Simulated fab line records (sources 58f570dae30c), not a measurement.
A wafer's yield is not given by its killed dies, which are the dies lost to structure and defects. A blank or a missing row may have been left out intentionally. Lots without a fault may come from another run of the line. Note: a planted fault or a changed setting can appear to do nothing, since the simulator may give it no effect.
Which of the tools did it? -- flow berkeley cmos170 -- 13 lots with 39 wafers sampled at 4 steps, on a route of 331 steps

## WHAT EACH GAUGE READ, for each wafer
UCB170_NWELL_OVL_MEAS_12. Usual: for NWELL_OVL the level is -2 nm and the standard deviation is 4.8.
lot,measured,on,NWELL_OVL (nm),flag
L192,day 2 12:19,overlay-02,-9 -13 -10,
L194,day 2 23:56,overlay-01,0 -3 0,
L193,day 3 00:10,overlay-01,-3 5 3,
L197,day 3 18:13,overlay-02,-1 3 -1,
L199,day 4 03:24,overlay-02,-7 -8 -5,
L200,day 4 03:31,overlay-02,0 -2 7,
L201,day 4 11:48,overlay-02,-8 -6 0,
L202,day 4 20:13,overlay-01,-1 0 0,
L203,day 4 23:43,overlay-02,0 1 1,
L204,day 4 23:58,overlay-01,3 -1 7,
L206,day 5 11:43,overlay-01,-10 -14 -9,
L208,day 6 00:14,overlay-02,-6 1 1,
L213,day 6 22:52,overlay-02,-9 -3 -7,

UCB170_M3_RS_MEAS_02: uses a four-point probe to measure. Usual: for M3_AL_RS the level is 0.0321 ohm/sq and the standard deviation is 0.00046.
lot,measured,on,M3_AL_RS (ohm/sq),flag
L192,day 8 20:16,film metro-02,0.0319 0.0326 0.0323,
L194,day 9 09:40,film metro-03,0.0320 0.0325 0.0323,
L193,day 9 09:55,film metro-01,0.0318 0.0320 0.0319,
L197,day 10 06:02,film metro-01,0.0313 0.0312 0.0312,
L199,day 10 05:05,film metro-03,0.0316 0.0317 0.0315,
L200,day 10 05:08,film metro-01,0.0324 0.0326 0.0326,
L201,day 11 10:46,film metro-01,0.0316 0.0319 0.0321,
L202,day 11 11:34,film metro-01,0.0320 0.0320 0.0322,
L203,day 11 11:55,film metro-02,0.0322 0.0321 0.0321,
L204,day 11 10:56,film metro-02,0.0328 0.0324 0.0328,
L206,day 11 18:47,film metro-03,0.0317 0.0319 0.0319,
L208,day 12 20:44,film metro-03,0.0312 0.0314 0.0315,
L213,day 13 07:11,film metro-02,0.0233 0.0314 0.0312,OFF

UCB170_M3_THK_MEAS_03: measures by xrf. Usual: for M3_AL_THK the level is 909 nm and the standard deviation is 14.
lot,measured,on,M3_AL_THK (nm),flag
L192,day 8 20:23,film metro-02,912 901 903,
L194,day 9 09:47,film metro-03,913 895 903,
L193,day 9 10:02,film metro-01,920 910 917,
L197,day 10 06:10,film metro-01,936 938 939,
L199,day 10 05:12,film metro-03,919 914 926,
L200,day 10 05:16,film metro-01,902 903 897,
L201,day 11 10:53,film metro-01,918 920 905,
L202,day 11 11:41,film metro-01,911 909 904,
L203,day 11 12:01,film metro-02,907 906 904,
L204,day 11 11:02,film metro-02,883 892 887,
L206,day 11 18:54,film metro-03,920 915 910,
L208,day 12 20:50,film metro-03,935 929 926,
L213,day 13 07:19,film metro-02,1249 930 937,OFF

## EACH LOT AND THE TOOL THAT RAN IT (in order: tool; ch and the chambers of the sampled wafers; start)
lot,UCB170_M3_SPUTTER_01
L192,"pvd sputter-03, day 8 20:10"
L194,"pvd sputter-04, day 9 09:35"
L193,"pvd sputter-02, day 9 09:49"
L197,"pvd sputter-02, day 10 05:58"
L199,"pvd sputter-02, day 10 04:59"
L200,"pvd sputter-03, day 10 05:03"
L201,"pvd sputter-03, day 11 10:41"
L202,"pvd sputter-02, day 11 11:29"
L203,"pvd sputter-03, day 11 11:48"
L204,"pvd sputter-04, day 11 10:50"
L206,"pvd sputter-02, day 11 18:40"
L208,"pvd sputter-02, day 12 20:38"
L213,"pvd sputter-02, day 13 07:07"
- UCB170_M3_SPUTTER_01: material Al, target thk 900 nm, time 120 s.

## AS READ BY THE TOOLS THEMSELVES (means over the sampled wafers that have a number; for cases with no such wafer, the mark the record gives instead)
UCB170_M3_SPUTTER_01. Usual: cathode dc power W 6000.0 W, standard deviation 1; chamber pressure pa 0.5001 Pa, standard deviation 0.0012; throttle valve pct 30.1 %, standard deviation 0.82.
lot,tool,cathode dc power W (W),chamber pressure pa (Pa),throttle valve pct (%),flag
L192,pvd sputter-03,5999.7,0.4989,30.0,
L194,pvd sputter-04,5999.7,0.5000,30.4,
L193,pvd sputter-02,6000.2,0.4977,30.5,
L197,pvd sputter-02,6000.9,0.4999,29.7,
L199,pvd sputter-02,6000.3,0.5003,29.5,
L200,pvd sputter-03,6001.1,0.4995,29.1,
L201,pvd sputter-03,6001.1,0.4999,30.2,
L202,pvd sputter-02,5999.1,0.4993,30.4,
L203,pvd sputter-03,5999.5,0.4988,29.7,
L204,pvd sputter-04,6000.1,0.5004,30.5,
L206,pvd sputter-02,6000.2,0.5006,30.3,
L208,pvd sputter-02,5999.1,0.4996,29.5,
L213,pvd sputter-02,6000.3,0.5018,30.1,

## THE ANSWER, worked out from the rows above alone
Rule: a lot counts as off when the mean over its wafers that have a number is more than 3 standard deviations away from the usual mean. Also off: a lot with no number at a reading for which 4 or more lots have one. Where the step has rows for the other lots, those lots are counted as sound. First the gauges in route order, then the tools' own readings, where a lot's mean is used as printed above. At the first step where some lot is off, the reading lying furthest off is the one used; lots without a number count as furthest.
Off: at UCB170_M3_RS_MEAS_02 (M3_AL_RS), L213.
A tool fits if, at a process step before that reading, it ran every lot that is off, and no sound lot after the first of them. The gauges at UCB170_M3_RS_MEAS_02 are tried like those tools. Can't be told from this: 2 tools fit, pvd sputter-02 at UCB170_M3_SPUTTER_01, film metro-02 at UCB170_M3_RS_MEAS_02.

## WHAT HAD BEEN PUT IN BY THE SIMULATOR
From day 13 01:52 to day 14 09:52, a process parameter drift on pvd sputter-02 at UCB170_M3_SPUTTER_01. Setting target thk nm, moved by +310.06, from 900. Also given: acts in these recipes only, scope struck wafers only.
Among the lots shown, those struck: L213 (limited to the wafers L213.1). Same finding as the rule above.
